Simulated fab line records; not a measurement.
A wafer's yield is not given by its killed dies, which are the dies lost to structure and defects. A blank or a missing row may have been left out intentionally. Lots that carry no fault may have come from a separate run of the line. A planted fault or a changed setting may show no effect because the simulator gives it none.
Struck lot and sound lot, side by side    flow rit_cmos    17 steps out of a route of 202
Sound: wafers L644.3, L644.5, L644.6. Wafers struck: L650.2, L650.3, L650.4. At the end, the cause is stated.
At each step with rows: each side's tool, then ch and its chambers, then its first start. Under that, the readings that differ: sound wafers    struck wafers    difference of the means    sigmas: that difference in standard deviations of wafers without a fault.
alike: readings whose means differ by less than 2 such deviations, and words and numbers that are the same on both sides. not compared: withheld readings, readings that some wafer has no value for, bounds like >300 that may hide the same value, and numbers for which the record gives no deviation and whose values overlap.
A row with sigmas, a row that says differs or no value, or rows on one side alone: a step with any of these is where the two part. Numbers that have no deviation but don't overlap get no sigmas and don't part them. A reading that every wafer of one side lacks parts them only if that side has two wafers or more.

RIT_PWELL_TW_MEAS_10:
  struck on film_metro-04, day 4 06:20; sound on film_metro-04, day 2 23:37
  alike: PWELL_TW
then, 1 step without rows for these wafers: RIT_WELLDRIVE_ANNEAL_00 (time 14700 s).
RIT_WELLDRIVE_RS_MEAS_01: measurement is done with a four-point probe.
  struck on film_metro-01, day 4 11:29; sound on film_metro-03, day 3 04:47
  alike: NWELL_RS
RIT_WELLDRIVE_RS_MEAS_02: measurement is done with a four-point probe.
  struck on film_metro-01, day 4 11:37; sound on film_metro-03, day 3 04:54
  alike: PWELL_RS
then, 6 steps without rows for these wafers: RIT_NRETRO_HMDS_00 (prime time 60 s); RIT_NRETRO_COAT_01 (resist thk 1300 nm); RIT_NRETRO_SOFTBAKE_02 (time 60 s); RIT_NRETRO_EXPOSE_03 (exposes mask M4, target cd 43900 nm); RIT_NRETRO_PEB_04; RIT_NRETRO_DEVELOP_05 (develop time 68 s).
RIT_NRETRO_OVL_MEAS_06:
  struck on overlay-01, day 4 12:35; sound on overlay-01, day 3 05:52
  alike: NRETRO_OVL
then, 1 step without rows for these wafers: RIT_NRETRO_HARDBAKE_07 (time 120 s).
RIT_NRETRO_IMPLANT_08:
  sound on implanter-01 ch 0, day 3 06:12; struck on implanter-02 ch 0, day 4 12:54
reading                    sound              struck             difference  sigmas
implant_ion_amu            31 31 31           75 75 75           +44         
model.implant.rp_nm (nm)   86.53 86.53 86.53  42.79 42.79 42.79  -43.74      
model.implant.drp_nm (nm)  33.94 33.94 33.94  18.17 18.17 18.17  -15.77      
RIT_NRETRO_STRIP_09: strips in O2, time 180 s.
  sound on plasma_asher-01 ch 0,1, day 3 06:21; struck on plasma_asher-01 ch 0,1, day 4 13:01
  alike: drypump_motor_current_A, o2_flow_sccm
  not compared: rf_hours_counter_h
RIT_NRETRO_TW_MEAS_10:
  struck on film_metro-02, day 4 13:13; sound on film_metro-04, day 3 06:29
reading    sound           struck          difference  sigmas
NRETRO_TW  1050 1049 1060  1429 1430 1427  +376        +51
then, 1 step without rows for these wafers: RIT_PRETRO_HMDS_00 (prime time 60 s).
RIT_M1_PROBE_99:
  struck on prober-02, day 5 15:40; sound on prober-02, day 4 10:37
  alike: killed_at_front_end, killed_dies, killed_open, killed_short

## WHERE THEY PART
Within this record, at RIT_NRETRO_TW_MEAS_10 only. Later steps at which nothing parts them and some readings are alike: RIT_M1_PROBE_99.

WHY: what the simulator had put in
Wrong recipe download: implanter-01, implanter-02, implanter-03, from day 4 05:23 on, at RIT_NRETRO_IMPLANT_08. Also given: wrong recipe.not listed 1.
